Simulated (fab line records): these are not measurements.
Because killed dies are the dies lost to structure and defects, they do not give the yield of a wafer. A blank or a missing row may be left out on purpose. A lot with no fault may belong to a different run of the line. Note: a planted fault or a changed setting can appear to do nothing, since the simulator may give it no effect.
Which tool is to blame? + flow berkeleyCmos170 + Sampling: 14 lots, 42 wafers, 2 of 331 route steps

## WHAT THE GAUGES SHOWED, per wafer
UCB170_CONTACT_THK_MEAS_02.
| lot  | measured     | on           | CONTACT_PSG_THK (nm) |
|------|--------------|--------------|----------------------|
| L599 | day 8 22:20  | filmMetro-03 | 700 704 700          |
| L598 | day 8 22:38  | filmMetro-02 | 716 707 711          |
| L603 | day 9 00:07  | filmMetro-03 | 699 704 707          |
| L597 | day 9 00:25  | filmMetro-03 | 691 699 700          |
| L600 | day 9 01:57  | filmMetro-02 | 698 709 705          |
| L601 | day 9 01:53  | filmMetro-04 | 705 701 698          |
| L602 | day 9 01:55  | filmMetro-03 | 700 702 703          |
| L604 | day 9 13:02  | filmMetro-04 | 699 698 698          |
| L605 | day 9 18:46  | filmMetro-04 | 704 705 702          |
| L607 | day 9 19:55  | filmMetro-03 | 616 617 617          |
| L610 | day 10 11:44 | filmMetro-02 | 605 607 605          |
| L612 | day 11 16:16 | filmMetro-03 | 610 613 610          |
| L614 | day 11 17:36 | filmMetro-04 | 708 707 702          |
| L613 | day 11 18:07 | filmMetro-04 | 606 613 612          |

## WHICH TOOL RAN EACH LOT (tool, then ch and the chambers of the sampled wafers, then the start)
| lot  | UCB170_CONTACT_CVD_01       |
|------|-----------------------------|
| L599 | lpcvd-01 ch 0, day 8 20:32  |
| L598 | lpcvd-02 ch 1, day 8 20:51  |
| L603 | lpcvd-01 ch 0, day 8 22:20  |
| L597 | lpcvd-02 ch 0, day 8 22:38  |
| L600 | lpcvd-01 ch 1, day 9 00:07  |
| L601 | lpcvd-01 ch 1, day 9 00:07  |
| L602 | lpcvd-01 ch 1, day 9 00:07  |
| L604 | lpcvd-02 ch 1, day 9 11:14  |
| L605 | lpcvd-02 ch 0, day 9 16:58  |
| L607 | lpcvd-01 ch 1, day 9 17:15  |
| L610 | lpcvd-01 ch 1, day 10 09:58 |
| L612 | lpcvd-01 ch 1, day 11 14:29 |
| L614 | lpcvd-02 ch 1, day 11 14:56 |
| L613 | lpcvd-01 ch 0, day 11 16:16 |
- UCB170_CONTACT_CVD_01: deposits PSG from SiH4/O2/PH3, target thk 700 nm, time 2820 s.

## WHAT THE TOOLS THEMSELVES READ (means of the sampled wafers that have a number; where no wafer has one, the mark that the record gives instead)
UCB170_CONTACT_CVD_01.
| lot  | tool     | sih4FlowSccm (sccm) |
|------|----------|---------------------|
| L599 | lpcvd-01 | 59.88               |
| L598 | lpcvd-02 | 59.91               |
| L603 | lpcvd-01 | 60.07               |
| L597 | lpcvd-02 | 60.04               |
| L600 | lpcvd-01 | 60.30               |
| L601 | lpcvd-01 | 59.93               |
| L602 | lpcvd-01 | 60.00               |
| L604 | lpcvd-02 | 59.99               |
| L605 | lpcvd-02 | 60.07               |
| L607 | lpcvd-01 | 60.15               |
| L610 | lpcvd-01 | 59.62               |
| L612 | lpcvd-01 | 60.11               |
| L614 | lpcvd-02 | 59.89               |
| L613 | lpcvd-01 | 60.12               |

## THE ANSWER, worked out from the rows above alone
Rule: what is usual is taken from the lots themselves. The widest of any qualifying gaps counts: lots, ordered by their means at a reading, are off when they make up no more than a third of the lots, leave a main group of 4 or more, and stand apart from it by 3 or more times the standard deviation of that group's means. The tables above print the reading to a certain number of digits; a main group whose means all agree to those digits is not used. A lot without any number at a reading at which 4 lots or more have one is off too. Where the step has rows for the other lots, those lots are counted as sound. After the gauges, taken in route order, come the tools' own readings; for these a lot's mean is taken, as printed above. The first step at which some lot is off is used, and at that step the reading that is off furthest; a lot without a number counts as furthest.
Off: L607, L610, L612, L613, seen at UCB170_CONTACT_THK_MEAS_02 (CONTACT_PSG_THK). The main group has a mean of 703 nm with a standard deviation of 3.8.
A tool fits if, at a process step before that reading, it ran every lot that is off, and no sound lot after the first of them. Gauges at UCB170_CONTACT_THK_MEAS_02: tried the same way as those tools. One fits: lpcvd-01 at UCB170_CONTACT_CVD_01. A fault onset in the window from L600 (day 9 00:07, its last sound lot) to L607 (day 9 17:15, its first lot off) fits.

## WHAT HAD BEEN PUT IN BY THE SIMULATOR
Site profile drift: lpcvd-01, from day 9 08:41 on, at UCB170_CONTACT_CVD_01. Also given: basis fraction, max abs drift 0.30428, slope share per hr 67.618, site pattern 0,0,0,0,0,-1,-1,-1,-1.
Struck lots among those shown: L607, L610, L612, L613. The rule above found the same.
